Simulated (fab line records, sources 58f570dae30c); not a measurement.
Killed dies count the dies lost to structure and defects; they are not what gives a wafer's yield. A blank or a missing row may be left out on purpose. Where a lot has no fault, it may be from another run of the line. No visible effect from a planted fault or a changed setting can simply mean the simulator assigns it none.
Problem report, 8D (eight disciplines) form, completed by code || flow berkeleyCmos170 || the parts of the form that need people (team, actions taken, sign-off) are left out

== 1. WHAT IS WRONG ==
At UCB170_M2_CD_MEAS_15, cdNm averages 713.0 nm over 6 wafers from 2 lots, while fault-free wafers read 699.8 nm, standard deviation 1.1. Relative to the usual mean, that is a shift of +12 standard deviations.
The step: target cd 700 nm.
Earliest sighting: wafer L183.2 on cdSem-01 at day 9 13:28. At this step, 42 wafers from 14 lots have a number in the record. The rule behind "out" and "out of limits": a value lying over 4 standard deviations away from the usual mean. The rest of the wafers with a number are treated as sound.

== 2. WHAT IT IS, WHAT IT ISN'T ==
{"question": "which readings at this step", "is": "cdNm", "is not": "-"}
{"question": "which lots", "is": "L182, L183", "is not": "L177, L178, L179, L180, L181, L190, L192, L193, L195, L196, L197, L199"}
{"question": "which wafers of those lots", "is": "all that have a number", "is not": "-"}
{"question": "read on which gauges", "is": "cdSem-01", "is not": "cdSem-02"}
{"question": "when", "is": "from day 9 13:28", "is not": "up to then (15 sound wafers); but 21 sound wafers of L190, L192, L193, L195, L196, L197, L199 came after"}

== 3. WHAT RULES OUT EACH SUSPECT ==
Counting: a tool at any process step up to the reading remains a suspect when it ran all the lots that are out and ran no sound lot after the first of those.
- the gauge at UCB170_M2_CD_MEAS_15 has been ruled out. All the wafers that are out were read on cdSem-01, but those of them that UCB170_M2_PEB_13 has rows for are out there too, on other tools.
- lithoTrack-01 at UCB170_M2_PEB_13: kept. It ran every lot that is out, first L183 (day 9 13:11), and no sound lot after that; its last sound lot up to then is L180 (day 9 01:00). Its own heaterPowerTotalW, plateTempC readings are out on those wafers.
The count leaves lithoTrack-01 at UCB170_M2_PEB_13.

== 4. THE CAUSE (what the simulator had put in) ==
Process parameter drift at UCB170_M2_PEB_13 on lithoTrack-01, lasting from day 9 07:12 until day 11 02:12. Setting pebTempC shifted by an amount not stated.
Only this tool survived the counting.

== 5. SEQUENCE OF EFFECTS, ordered by route ==
Each row: a reading whose mean over the struck wafers that have a number lies more than 3 standard deviations from the usual. Readings are gone through only where the record gives a usual standard deviation; hours: the median, over the lots, of the time from a lot's start at the first step in this table giving one to that lot's start at this step; sigmas: the change measured in usual standard deviations.
{"hours": 0, "step": "UCB170_M2_PEB_13", "reading": "heaterPowerTotalW", "usual": "56.80 W", "on struck wafers": 55.73, "change": -1.07, "sigmas": -24}
{"hours": 0, "step": "UCB170_M2_PEB_13", "reading": "plateTempC", "usual": "130.00 C", "on struck wafers": 128.04, "change": -1.96, "sigmas": -11}
{"hours": 0, "step": "UCB170_M2_CD_MEAS_15", "reading": "cdNm", "usual": "699.8 nm", "on struck wafers": 713.0, "change": "+13.2", "sigmas": "+12"}
Process steps it contains:
- UCB170_M2_PEB_13

== 6. HOW IT WOULD HAVE BEEN CAUGHT EARLIER ==
The first out-of-limits reading at a measuring or inspecting step in this record came at day 9 13:28, 6 hours after the fault's start at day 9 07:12.
The tool's own readings at UCB170_M2_PEB_13 were out on every struck wafer that the step has a row for (heaterPowerTotalW, plateTempC): an alarm limit on them would have fired on the first of those.
Among the 2 lots that are out, L182 began UCB170_M2_PEB_13 on lithoTrack-01 after day 9 13:28. Holding the tool at that time would have saved it.
